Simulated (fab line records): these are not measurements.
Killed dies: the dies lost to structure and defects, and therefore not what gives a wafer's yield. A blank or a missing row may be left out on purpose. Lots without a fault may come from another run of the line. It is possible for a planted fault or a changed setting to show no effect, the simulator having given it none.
fab line records -- flow rit_cmos -- part 1 of 2: steps 1 to 34 of 47
record lots=5, wafers=15, last_day=6
route steps=202 shown ACTIVE@14 FOX1@20 FOX2@23 NWELL@28 PWELL@39 WELLDRIVE@50 NRETRO@53
lots with no fault: from the same line, run without faults
start_h: hours from the record's first day to the start of the lot's first wafer shown -- wait_h: hours from the lot's prior step to this one -- " same as the row above -- L1.1+2: a single row standing in for several wafers -- - no value, or no start given -- * or withheld: withheld -- < > ~ a bound
route shown NAME@n: names a module that has steps shown in the file, with the first one's number in the route -- usual: the fault-free wafers' mean and standard deviation -- same: alike in all rows -- chamber/n: place in a boat -- sites: each site's reading -- _std_site: standard deviation of those values -- _edge_site: inner sites' mean taken away from outer sites' mean -- radius_mm: how far each site lies from the wafer's centre -- mask NAME#n: copy n -- behind: the last tool/chamber to shape the wafer -- hold: why the lot was held/for how many hours/how that ended -- device: whichever transistor did not switch (one of n, p or np) -- end of line: tests run on the same wafers once the route is complete -- a step given without rows: its recipe and nothing more -- killed: at the first sort, the dies lost to defects and structure; wafer yield is something else -- map: shows each die of a wafer: x if killed, . if not, _ if none is there
set.NAME: the setting the step ran with; set.NAME@STEP: the setting that earlier step ran with -- model.NAME: the simulator's own value behind a step, which no gauge read
certain route steps with their lots: each step a table, each wafer a row
services: from which hour (start_h, from the record's first day; less than 0 if before it) a tool's chamber was out of use, for how many hours, and why
## steps
# step RIT_ACTIVE_ETCH_13
# recipe stop_on=SiO2, chemistry=SF6, target=Si3N4, time_s=210, over_etch_frac=0.4, SF6_flow_sccm=200, pressure_mtorr=260, rf_w=125, target_depth_a=2100
# usual drypump_motor_current_A=5.8/0.47, oes_product_au=0.814/0.011, throttle_valve_pct=7.42/0.085
lot.wafer,tool,chamber,start_h,wait_h,drypump_motor_current_A,oes_product_au,rf_hours_counter_h,throttle_valve_pct
L075.1,rie_diel-01,3,19.83,0.1,6.1,0.807,118,7.43
L075.3,rie_diel-01,2,19.83,0.1,5.7,0.807,5,7.36
L075.6,rie_diel-01,2,19.83,0.1,5.7,0.813,-,7.36
L076.1,rie_diel-02,0,24.71,0.1,5.4,0.781,8,7.33
L076.4,rie_diel-02,2,24.71,0.1,5.4,0.807,22,7.45
L076.6,rie_diel-02,0,24.71,0.1,5.4,0.785,-,7.34
L078.2,rie_diel-01,3,34.71,0.1,6.1,0.815,119,7.43
L078.3,rie_diel-01,0,34.71,0.1,6.2,0.803,147,7.63
L078.4,rie_diel-01,1,34.71,0.1,5.2,0.826,26,7.34
L081.1,rie_diel-02,0,49.83,0.1,5.4,0.800,8,7.35
L081.2,rie_diel-02,3,49.83,0.1,5.2,0.803,17,7.49
L081.3,rie_diel-02,1,49.83,0.1,4.9,0.824,73,7.45
L091.1,rie_diel-02,1,100.37,0.1,4.9,0.834,74,7.42
L091.2,rie_diel-02,2,100.37,0.1,5.4,0.823,24,7.48
L091.6,rie_diel-02,0,100.37,0.1,5.4,0.796,-,7.34
# step RIT_ACTIVE_STRIP_14
# recipe chemistry=O2, time_s=180, resist=NOVOLAK, platen_temp_c=withheld, power_w=500, pressure_mtorr=4000, o2_flow_sccm=4000
# usual drypump_motor_current_A=5.5/0.43
lot.wafer,tool,chamber,start_h,wait_h,drypump_motor_current_A,rf_hours_counter_h
L075.1,plasma_asher-03,1,19.97,0.1,5.7,24
L075.3,plasma_asher-03,1,19.97,0.1,5.7,-
L075.6,plasma_asher-03,1,19.97,0.1,5.7,-
L076.1,plasma_asher-04,1,24.84,0.1,4.9,38
L076.4,plasma_asher-04,0,24.84,0.1,5.0,-
L076.6,plasma_asher-04,0,24.84,0.1,5.0,-
L078.2,plasma_asher-03,1,34.84,0.1,5.7,25
L078.3,plasma_asher-03,0,34.84,0.1,6.1,-
L078.4,plasma_asher-03,1,34.84,0.1,5.7,-
L081.1,plasma_asher-02,0,49.97,0.1,5.5,41
L081.2,plasma_asher-02,1,49.97,0.1,5.1,41
L081.3,plasma_asher-02,1,49.97,0.1,5.1,-
L091.1,plasma_asher-02,1,100.51,0.1,5.1,47
L091.2,plasma_asher-02,0,100.51,0.1,5.5,47
L091.6,plasma_asher-02,0,100.51,0.1,5.5,-
# step RIT_ACTIVE_CD_MEAS_90
# recipe target_cd_nm=1400
# usual cd_nm=1400.0/2.2
lot.wafer,tool,chamber,start_h,wait_h,cd_nm
L075.1,cd_sem-01,-,20.14,0.1,1401.6
L075.3,cd_sem-01,-,20.14,0.1,1401.0
L075.6,cd_sem-01,-,20.14,0.1,1401.1
L076.1,cd_sem-02,-,25.02,0.1,1402.1
L076.4,cd_sem-02,-,25.02,0.1,1399.5
L076.6,cd_sem-02,-,25.02,0.1,1398.1
L078.2,cd_sem-01,-,35.04,0.1,1398.4
L078.3,cd_sem-01,-,35.04,0.1,1398.0
L078.4,cd_sem-01,-,35.04,0.1,1397.9
L081.1,cd_sem-01,-,50.14,0.1,1400.7
L081.2,cd_sem-01,-,50.14,0.1,1398.5
L081.3,cd_sem-01,-,50.14,0.1,1398.7
L091.1,cd_sem-01,-,100.68,0.1,1400.5
L091.2,cd_sem-01,-,100.68,0.1,1396.7
L091.6,cd_sem-01,-,100.68,0.1,1398.9
# step RIT_ACTIVE_CLEAN_15
# recipe chemistry=SC1, mix=3:3:50, time_s=600, temp_c=75
lot.wafer,tool,chamber,start_h,wait_h
L075.1+3+6,wet_bench-01,2,20.26,0.1
L076.1+4+6,wet_bench-04,1,25.14,0.1
L078.2+3+4,wet_bench-03,1,35.14,0.1
L081.1+2+3,wet_bench-03,0,50.26,0.1
L091.1+2+6,wet_bench-03,3,100.80,0.1
# step RIT_ACTIVE_CLEAN_16
# recipe chemistry=dHF, dilution=50:1, time_s=30
lot.wafer,tool,chamber,start_h,wait_h
L075.1+3+6,wet_bench-03,1,20.45,0.0
L076.1+4+6,wet_bench-01,3,25.31,0.0
L078.2+3+4,wet_bench-04,2,35.31,0.0
L081.1+2+3,wet_bench-04,1,50.44,0.0
L091.1+2+6,wet_bench-01,3,100.98,0.0
# step RIT_ACTIVE_CLEAN_17
# recipe chemistry=SC2, mix=3:3:50, time_s=600, temp_c=75, dry=n2_spin
lot.wafer,tool,chamber,start_h,wait_h
L075.1+3+6,wet_bench-04,0,20.47,0.0
L076.1+4+6,wet_bench-03,1,25.33,0.0
L078.2+3+4,wet_bench-01,0,35.33,0.0
L081.1+2+3,wet_bench-03,0,50.45,0.0
L091.1+2+6,wet_bench-03,0,100.99,0.0
# step RIT_FOX1_OXIDATION_00
# recipe temp_c=1100, ambient=H2O, target_thk_a=3507, p_h2o_torr=720, ox_time_s=1130
# usual spike_tc_load_C=1124.6/1.4
# same ox_time_s=1130
lot.wafer,tool,chamber,start_h,wait_h,spike_tc_load_C
L075.1,furnace-01,0,20.89,0.2,1124.2
L075.3,furnace-01,0,20.89,0.2,1122.8
L075.6,furnace-01,0,20.89,0.2,1122.9
L076.1,furnace-02,0,26.23,0.7,1123.5
L076.4,furnace-02,0,26.23,0.7,1124.0
L076.6,furnace-02,0,26.23,0.7,1122.4
L078.2,furnace-01,0,35.52,0.0,1125.0
L078.3,furnace-01,0,35.52,0.0,1124.4
L078.4,furnace-01,0,35.52,0.0,1124.3
L081.1,furnace-04,0,51.20,0.6,1124.3
L081.2,furnace-04,0,51.20,0.6,1126.0
L081.3,furnace-04,0,51.20,0.6,1125.5
L091.1,furnace-02,0,104.86,3.7,1122.2
L091.2,furnace-02,0,104.86,3.7,1122.5
L091.6,furnace-02,0,104.86,3.7,1122.8
# step RIT_FOX1_THK_MEAS_01
# recipe reads=SiO2_of_FOX1_OXIDATION_00
# usual FOX1_OXIDE_THK=349/7
lot.wafer,tool,chamber,start_h,wait_h,FOX1_OXIDE_THK[nm]
L075.1,film_metro-03,-,22.20,0.0,353
L075.3,film_metro-03,-,22.20,0.0,352
L075.6,film_metro-03,-,22.20,0.0,357
L076.1,film_metro-02,-,27.54,0.0,342
L076.4,film_metro-02,-,27.54,0.0,344
L076.6,film_metro-02,-,27.54,0.0,346
L078.2,film_metro-02,-,36.84,0.0,353
L078.3,film_metro-02,-,36.84,0.0,352
L078.4,film_metro-02,-,36.84,0.0,344
L081.1,film_metro-03,-,52.52,0.0,350
L081.2,film_metro-03,-,52.52,0.0,349
L081.3,film_metro-03,-,52.52,0.0,346
L091.1,film_metro-03,-,106.18,0.0,347
L091.2,film_metro-03,-,106.18,0.0,347
L091.6,film_metro-03,-,106.18,0.0,355
# step RIT_FOX1_WET_ETCH_02
# recipe chemistry=BOE, target_depth_nm=350, time_s=390, temp_c=21.5, dry=n2_spin, dilution=10:1, target=SiO2
lot.wafer,tool,chamber,start_h,wait_h
L075.1+3+6,wet_bench-02,2,22.26,0.1
L076.1+4+6,wet_bench-02,3,27.60,0.1
L078.2+3+4,wet_bench-02,1,36.89,0.0
L081.1+2+3,wet_bench-02,3,52.58,0.1
L091.1+2+6,wet_bench-01,3,106.24,0.1
# step RIT_FOX2_OXIDATION_00
# recipe temp_c=1100, ambient=H2O, target_thk_a=3507, p_h2o_torr=720, ox_time_s=1130
# usual spike_tc_load_C=1125.5/1
# same ox_time_s=1130
lot.wafer,tool,chamber,start_h,wait_h,spike_tc_load_C
L075.1,furnace-03,0,22.38,0.0,1124.9
L075.3,furnace-03,0,22.38,0.0,1126.0
L075.6,furnace-03,0,22.38,0.0,1123.4
L076.1,furnace-04,0,27.72,0.0,1124.9
L076.4,furnace-04,0,27.72,0.0,1123.9
L076.6,furnace-04,0,27.72,0.0,1127.0
L078.2,furnace-04,0,37.36,0.3,1125.7
L078.3,furnace-04,0,37.36,0.3,1126.7
L078.4,furnace-04,0,37.36,0.3,1125.6
L081.1,furnace-04,0,52.70,0.0,1125.6
L081.2,furnace-04,0,52.70,0.0,1126.7
L081.3,furnace-04,0,52.70,0.0,1126.0
L091.1,furnace-03,0,106.84,0.5,1126.9
L091.2,furnace-03,0,106.84,0.5,1126.6
L091.6,furnace-03,0,106.84,0.5,1125.3
# step RIT_FOX2_THK_MEAS_01
# recipe reads=SiO2_of_FOX2_OXIDATION_00
# usual FOX2_OXIDE_THK=349/7.5
lot.wafer,tool,chamber,start_h,wait_h,FOX2_OXIDE_THK[nm]
L075.1,film_metro-01,-,23.69,0.0,358
L075.3,film_metro-01,-,23.69,0.0,359
L075.6,film_metro-01,-,23.69,0.0,367
L076.1,film_metro-02,-,29.03,0.0,349
L076.4,film_metro-02,-,29.03,0.0,354
L076.6,film_metro-02,-,29.03,0.0,347
L078.2,film_metro-01,-,38.68,0.0,355
L078.3,film_metro-01,-,38.68,0.0,350
L078.4,film_metro-01,-,38.68,0.0,352
L081.1,film_metro-02,-,54.01,0.0,346
L081.2,film_metro-02,-,54.01,0.0,349
L081.3,film_metro-02,-,54.01,0.0,348
L091.1,film_metro-02,-,108.15,0.0,361
L091.2,film_metro-02,-,108.15,0.0,353
L091.6,film_metro-02,-,108.15,0.0,357
# step RIT_FOX2_CLEAN_02
# recipe chemistry=dHF, dilution=50:1, time_s=180
lot.wafer,tool,chamber,start_h,wait_h
L075.1+3+6,wet_bench-02,0,23.75,0.1
L076.1+4+6,wet_bench-02,3,29.09,0.1
L078.2+3+4,wet_bench-02,2,38.73,0.0
L081.1+2+3,wet_bench-01,0,54.07,0.1
L091.1+2+6,wet_bench-01,3,108.21,0.1
# step RIT_FOX2_WET_ETCH_03
# recipe chemistry=H3PO4, target=Si3N4, target_depth_nm=195, temp_c=165, time_s=2700
lot.wafer,tool,chamber,start_h,wait_h
L075.1+3+6,wet_bench-01,0,23.81,0.0
L076.1+4+6,wet_bench-01,2,29.15,0.0
L078.2+3+4,wet_bench-04,3,38.79,0.0
L081.1+2+3,wet_bench-02,1,54.13,0.0
L091.1+2+6,wet_bench-02,0,108.27,0.0
# step RIT_FOX2_THK_MEAS_90
# recipe reads=SiO2_of_FOX2_OXIDATION_00
# usual FIELD_OXIDE_LEFT_1_THK=322/7.6
lot.wafer,tool,chamber,start_h,wait_h,FIELD_OXIDE_LEFT_1_THK[nm]
L075.1,film_metro-01,-,24.79,0.0,331
L075.3,film_metro-01,-,24.79,0.0,332
L075.6,film_metro-01,-,24.79,0.0,340
L076.1,film_metro-03,-,29.98,0.0,322
L076.4,film_metro-03,-,29.98,0.0,327
L076.6,film_metro-03,-,29.98,0.0,321
L078.2,film_metro-01,-,39.56,0.0,328
L078.3,film_metro-01,-,39.56,0.0,323
L078.4,film_metro-01,-,39.56,0.0,324
L081.1,film_metro-03,-,54.89,0.0,318
L081.2,film_metro-03,-,54.89,0.0,322
L081.3,film_metro-03,-,54.89,0.0,320
L091.1,film_metro-03,-,109.03,0.0,334
L091.2,film_metro-03,-,109.03,0.0,326
L091.6,film_metro-03,-,109.03,0.0,331
# step RIT_NWELL_HMDS_00
# recipe prime_time_s=60, prime_temp_c=140
# same prime_time_s=60
lot.wafer,tool,chamber,start_h,wait_h
L075.1+3+6,litho_track-03,0,24.85,0.1
L076.1+4+6,litho_track-04,0,30.04,0.1
L078.2+3+4,litho_track-04,0,39.64,0.1
L081.1+2+3,litho_track-04,0,54.95,0.1
L091.1+2+6,litho_track-03,0,109.09,0.1
# step RIT_NWELL_COAT_01
# recipe resist=NOVOLAK, spin_rpm=2000, resist_thk_nm=1300
lot.wafer,tool,chamber,start_h,wait_h
L075.1+3+6,litho_track-03,0,25.00,0.1
L076.1+4+6,litho_track-04,0,30.19,0.1
L078.2+3+4,litho_track-04,0,39.79,0.1
L081.1+2+3,litho_track-04,0,55.10,0.1
L091.1+2+6,litho_track-03,0,109.24,0.1
# step RIT_NWELL_SOFTBAKE_02
# recipe resist=NOVOLAK, temp_c=90, time_s=60
lot.wafer,tool,chamber,start_h,wait_h
L075.1+3+6,litho_track-03,0,25.15,0.1
L076.1+4+6,litho_track-04,0,30.34,0.1
L078.2+3+4,litho_track-04,0,39.94,0.1
L081.1+2+3,litho_track-04,0,55.25,0.1
L091.1+2+6,litho_track-03,0,109.39,0.1
# step RIT_NWELL_EXPOSE_03
# recipe mask_id=M2, na=0.57, target_cd_nm=43900, dose_mj=250
# usual reticle_temp_C=23.02/0.11
lot.wafer,tool,chamber,start_h,wait_h,mask,reticle_temp_C
L075.1,iline_stepper-02,0,25.30,0.1,M2#0,22.98
L075.3,iline_stepper-02,0,25.30,0.1,M2#0,22.97
L075.6,iline_stepper-02,0,25.30,0.1,M2#0,22.92
L076.1,iline_stepper-01,0,30.61,0.2,M2#0,23.11
L076.4,iline_stepper-01,0,30.61,0.2,M2#0,23.08
L076.6,iline_stepper-01,0,30.61,0.2,M2#0,23.09
L078.2,iline_stepper-01,0,40.21,0.2,M2#0,23.05
L078.3,iline_stepper-01,0,40.21,0.2,M2#0,22.82
L078.4,iline_stepper-01,0,40.21,0.2,M2#0,22.81
L081.1,iline_stepper-01,0,55.52,0.2,M2#0,23.06
L081.2,iline_stepper-01,0,55.52,0.2,M2#0,23.11
L081.3,iline_stepper-01,0,55.52,0.2,M2#0,22.98
L091.1,iline_stepper-01,0,109.67,0.2,M2#0,23.13
L091.2,iline_stepper-01,0,109.67,0.2,M2#0,23.02
L091.6,iline_stepper-01,0,109.67,0.2,M2#0,23.01
# step RIT_NWELL_PEB_04
# recipe resist=NOVOLAK, temp_c=withheld, time_s=withheld
lot.wafer,tool,chamber,start_h,wait_h
L075.1+3+6,litho_track-04,0,25.42,0.1
L076.1+4+6,litho_track-01,0,30.73,0.1
L078.2+3+4,litho_track-01,0,40.33,0.1
L081.1+2+3,litho_track-04,0,55.64,0.1
L091.1+2+6,litho_track-01,0,109.78,0.1
# step RIT_NWELL_DEVELOP_05
# recipe resist=NOVOLAK, develop_time_s=68, dev_temp_c=23
lot.wafer,tool,chamber,start_h,wait_h
L075.1+3+6,litho_track-04,0,-,-
L076.1+4+6,litho_track-01,0,-,-
L078.2+3+4,litho_track-01,0,-,-
L081.1+2+3,litho_track-04,0,-,-
L091.1+2+6,litho_track-01,0,-,-
# step RIT_NWELL_OVL_MEAS_06
# usual NWELL_OVL=-0.5/1.2
lot.wafer,tool,chamber,start_h,wait_h,NWELL_OVL[nm]
L075.1,overlay-01,-,25.73,-,0.1
L075.3,overlay-01,-,25.73,-,-0.5
L075.6,overlay-01,-,25.73,-,-1.2
L076.1,overlay-01,-,31.04,-,-1.9
L076.4,overlay-01,-,31.04,-,-0.3
L076.6,overlay-01,-,31.04,-,-2.0
L078.2,overlay-01,-,40.62,-,1.4
L078.3,overlay-01,-,40.62,-,0.6
L078.4,overlay-01,-,40.62,-,0.3
L081.1,overlay-02,-,55.95,-,-0.4
L081.2,overlay-02,-,55.95,-,-1.1
L081.3,overlay-02,-,55.95,-,-0.3
L091.1,overlay-02,-,110.10,-,-0.3
L091.2,overlay-02,-,110.10,-,-0.7
L091.6,overlay-02,-,110.10,-,-1.8
# step RIT_NWELL_HARDBAKE_07
# recipe resist=NOVOLAK, temp_c=140, time_s=120
lot.wafer,tool,chamber,start_h,wait_h
L075.1+3+6,litho_track-01,0,25.77,0.0
L076.1+4+6,litho_track-01,0,31.08,0.0
L078.2+3+4,litho_track-03,0,40.70,0.1
L081.1+2+3,litho_track-04,0,55.99,0.0
L091.1+2+6,litho_track-03,0,110.13,0.0
# step RIT_NWELL_IMPLANT_08
# recipe species=P, energy_kev=170, dose_cm2=5e+13, tilt_deg=7
# usual dose_ions_cm2=5e+13/5.2e+10
lot.wafer,tool,chamber,start_h,wait_h,dose_ions_cm2
L075.1,implanter-03,0,26.02,0.2,5.005e+13
L075.3,implanter-03,0,26.02,0.2,5.002e+13
L075.6,implanter-03,0,26.02,0.2,5.002e+13
L076.1,implanter-02,0,31.33,0.2,5.004e+13
L076.4,implanter-02,0,31.33,0.2,4.997e+13
L076.6,implanter-02,0,31.33,0.2,5.006e+13
L078.2,implanter-01,0,40.93,0.2,5.011e+13
L078.3,implanter-01,0,40.93,0.2,5.002e+13
L078.4,implanter-01,0,40.93,0.2,5.004e+13
L081.1,implanter-02,0,56.24,0.2,4.998e+13
L081.2,implanter-02,0,56.24,0.2,5.001e+13
L081.3,implanter-02,0,56.24,0.2,4.993e+13
L091.1,implanter-03,0,110.38,0.2,4.993e+13
L091.2,implanter-03,0,110.38,0.2,4.989e+13
L091.6,implanter-03,0,110.38,0.2,5.001e+13
# step RIT_NWELL_STRIP_09
# recipe chemistry=O2, time_s=180, resist=NOVOLAK, platen_temp_c=withheld, power_w=500, pressure_mtorr=4000, o2_flow_sccm=4000
# usual drypump_motor_current_A=5.23/0.24
lot.wafer,tool,chamber,start_h,wait_h,drypump_motor_current_A,rf_hours_counter_h
L075.1,plasma_asher-02,0,26.17,0.1,5.52,39
L075.3,plasma_asher-02,0,26.17,0.1,5.52,-
L075.6,plasma_asher-02,0,26.17,0.1,5.51,-
L076.1,plasma_asher-04,0,31.48,0.1,5.05,39
L076.4,plasma_asher-04,1,31.48,0.1,4.92,-
L076.6,plasma_asher-04,1,31.48,0.1,4.93,-
L078.2,plasma_asher-02,1,41.05,0.1,5.12,41
L078.3,plasma_asher-02,1,41.05,0.1,5.10,-
L078.4,plasma_asher-02,0,41.05,0.1,5.52,-
L081.1,plasma_asher-01,0,56.39,0.1,5.46,40
L081.2,plasma_asher-01,1,56.39,0.1,5.48,40
L081.3,plasma_asher-01,0,56.39,0.1,5.46,-
L091.1,plasma_asher-02,0,110.53,0.1,5.52,47
L091.2,plasma_asher-02,1,110.53,0.1,5.07,47
L091.6,plasma_asher-02,1,110.53,0.1,5.09,-
# step RIT_NWELL_TW_MEAS_10
# usual NWELL_TW=2160/18
lot.wafer,tool,chamber,start_h,wait_h,NWELL_TW
L075.1,film_metro-01,-,26.34,0.1,2168
L075.3,film_metro-01,-,26.34,0.1,2169
L075.6,film_metro-01,-,26.34,0.1,2176
L076.1,film_metro-01,-,31.66,0.1,2185
L076.4,film_metro-01,-,31.66,0.1,2172
L076.6,film_metro-01,-,31.66,0.1,2165
L078.2,film_metro-01,-,41.24,0.1,2173
L078.3,film_metro-01,-,41.24,0.1,2186
L078.4,film_metro-01,-,41.24,0.1,2171
L081.1,film_metro-04,-,56.56,0.1,2162
L081.2,film_metro-04,-,56.56,0.1,2165
L081.3,film_metro-04,-,56.56,0.1,2175
L091.1,film_metro-03,-,110.71,0.1,2144
L091.2,film_metro-03,-,110.71,0.1,2146
L091.6,film_metro-03,-,110.71,0.1,2149
# step RIT_PWELL_HMDS_00
# recipe prime_time_s=60, prime_temp_c=140
# same prime_time_s=60
lot.wafer,tool,chamber,start_h,wait_h
L075.1+3+6,litho_track-02,0,26.48,0.1
L076.1+4+6,litho_track-03,0,31.72,0.1
L078.2+3+4,litho_track-03,0,41.44,0.2
L081.1+2+3,litho_track-03,0,56.62,0.1
L091.1+2+6,litho_track-04,0,110.77,0.1
# step RIT_PWELL_COAT_01
# recipe resist=NOVOLAK, spin_rpm=2000, resist_thk_nm=1300
lot.wafer,tool,chamber,start_h,wait_h
L075.1+3+6,litho_track-02,0,26.63,0.1
L076.1+4+6,litho_track-03,0,31.87,0.1
L078.2+3+4,litho_track-03,0,41.59,0.1
L081.1+2+3,litho_track-03,0,56.77,0.1
L091.1+2+6,litho_track-04,0,110.92,0.1
# step RIT_PWELL_SOFTBAKE_02
# recipe resist=NOVOLAK, temp_c=90, time_s=60
lot.wafer,tool,chamber,start_h,wait_h
L075.1+3+6,litho_track-02,0,26.78,0.1
L076.1+4+6,litho_track-03,0,32.02,0.1
L078.2+3+4,litho_track-03,0,41.74,0.1
L081.1+2+3,litho_track-03,0,56.92,0.1
L091.1+2+6,litho_track-04,0,111.07,0.1
# step RIT_PWELL_EXPOSE_03
# recipe mask_id=M3, na=0.57, target_cd_nm=43700, dose_mj=250
# usual reticle_temp_C=22.99/0.096
lot.wafer,tool,chamber,start_h,wait_h,mask,reticle_temp_C
L075.1,iline_stepper-01,0,27.05,0.2,M3#0,22.97
L075.3,iline_stepper-01,0,27.05,0.2,M3#0,22.94
L075.6,iline_stepper-01,0,27.05,0.2,M3#0,22.93
L076.1,iline_stepper-02,0,32.29,0.2,M3#0,22.93
L076.4,iline_stepper-02,0,32.29,0.2,M3#0,22.91
L076.6,iline_stepper-02,0,32.29,0.2,M3#0,22.84
L078.2,iline_stepper-01,0,42.01,0.2,M3#0,22.93
L078.3,iline_stepper-01,0,42.01,0.2,M3#0,23.00
L078.4,iline_stepper-01,0,42.01,0.2,M3#0,23.02
L081.1,iline_stepper-01,0,57.20,0.2,M3#0,23.03
L081.2,iline_stepper-01,0,57.20,0.2,M3#0,23.08
L081.3,iline_stepper-01,0,57.20,0.2,M3#0,23.03
L091.1,iline_stepper-02,0,111.22,0.1,M3#0,23.06
L091.2,iline_stepper-02,0,111.22,0.1,M3#0,22.90
L091.6,iline_stepper-02,0,111.22,0.1,M3#0,23.08
# step RIT_PWELL_PEB_04
# recipe resist=NOVOLAK, temp_c=withheld, time_s=withheld
lot.wafer,tool,chamber,start_h,wait_h
L075.1+3+6,litho_track-03,0,27.17,0.1
L076.1+4+6,litho_track-03,0,32.41,0.1
L078.2+3+4,litho_track-02,0,42.13,0.1
L081.1+2+3,litho_track-02,0,57.31,0.1
L091.1+2+6,litho_track-03,0,111.34,0.1
# step RIT_PWELL_DEVELOP_05
# recipe resist=NOVOLAK, develop_time_s=68, dev_temp_c=23
lot.wafer,tool,chamber,start_h,wait_h
L075.1+3+6,litho_track-03,0,-,-
L076.1+4+6,litho_track-03,0,-,-
L078.2+3+4,litho_track-02,0,-,-
L081.1+2+3,litho_track-02,0,-,-
L091.1+2+6,litho_track-03,0,-,-
# step RIT_PWELL_OVL_MEAS_06
# usual PWELL_OVL=0.5/1.3
lot.wafer,tool,chamber,start_h,wait_h,PWELL_OVL[nm]
L075.1,overlay-01,-,27.48,-,3.2
L075.3,overlay-01,-,27.48,-,0.6
L075.6,overlay-01,-,27.48,-,2.4
L076.1,overlay-01,-,32.72,-,-1.3
L076.4,overlay-01,-,32.72,-,-0.7
L076.6,overlay-01,-,32.72,-,0.0
L078.2,overlay-01,-,42.43,-,-0.7
L078.3,overlay-01,-,42.43,-,1.4
L078.4,overlay-01,-,42.43,-,1.1
L081.1,overlay-02,-,57.63,-,2.8
L081.2,overlay-02,-,57.63,-,0.8
L081.3,overlay-02,-,57.63,-,1.0
L091.1,overlay-01,-,111.65,-,0.8
L091.2,overlay-01,-,111.65,-,0.4
L091.6,overlay-01,-,111.65,-,0.3
# step RIT_PWELL_HARDBAKE_07
# recipe resist=NOVOLAK, temp_c=140, time_s=120
lot.wafer,tool,chamber,start_h,wait_h
L075.1+3+6,litho_track-04,0,27.52,0.0
L076.1+4+6,litho_track-04,0,32.76,0.0
L078.2+3+4,litho_track-04,0,42.50,0.1
L081.1+2+3,litho_track-04,0,57.66,0.0
L091.1+2+6,litho_track-03,0,111.68,0.0
# step RIT_PWELL_IMPLANT_08
# recipe species=B, energy_kev=170, dose_cm2=7e+13, tilt_deg=7
# usual dose_ions_cm2=7.001e+13/8.3e+10
lot.wafer,tool,chamber,start_h,wait_h,dose_ions_cm2
L075.1,implanter-03,0,27.77,0.2,6.999e+13
L075.3,implanter-03,0,27.77,0.2,7.001e+13
L075.6,implanter-03,0,27.77,0.2,6.991e+13
L076.1,implanter-03,0,33.01,0.2,7.003e+13
L076.4,implanter-03,0,33.01,0.2,7.001e+13
L076.6,implanter-03,0,33.01,0.2,7.002e+13
L078.2,implanter-03,0,42.73,0.2,7.005e+13
L078.3,implanter-03,0,42.73,0.2,7.011e+13
L078.4,implanter-03,0,42.73,0.2,7.012e+13
L081.1,implanter-04,0,57.91,0.2,7e+13
L081.2,implanter-04,0,57.91,0.2,6.996e+13
L081.3,implanter-04,0,57.91,0.2,7.009e+13
L091.1,implanter-01,0,111.93,0.2,7.002e+13
L091.2,implanter-01,0,111.93,0.2,7.003e+13
L091.6,implanter-01,0,111.93,0.2,7.007e+13
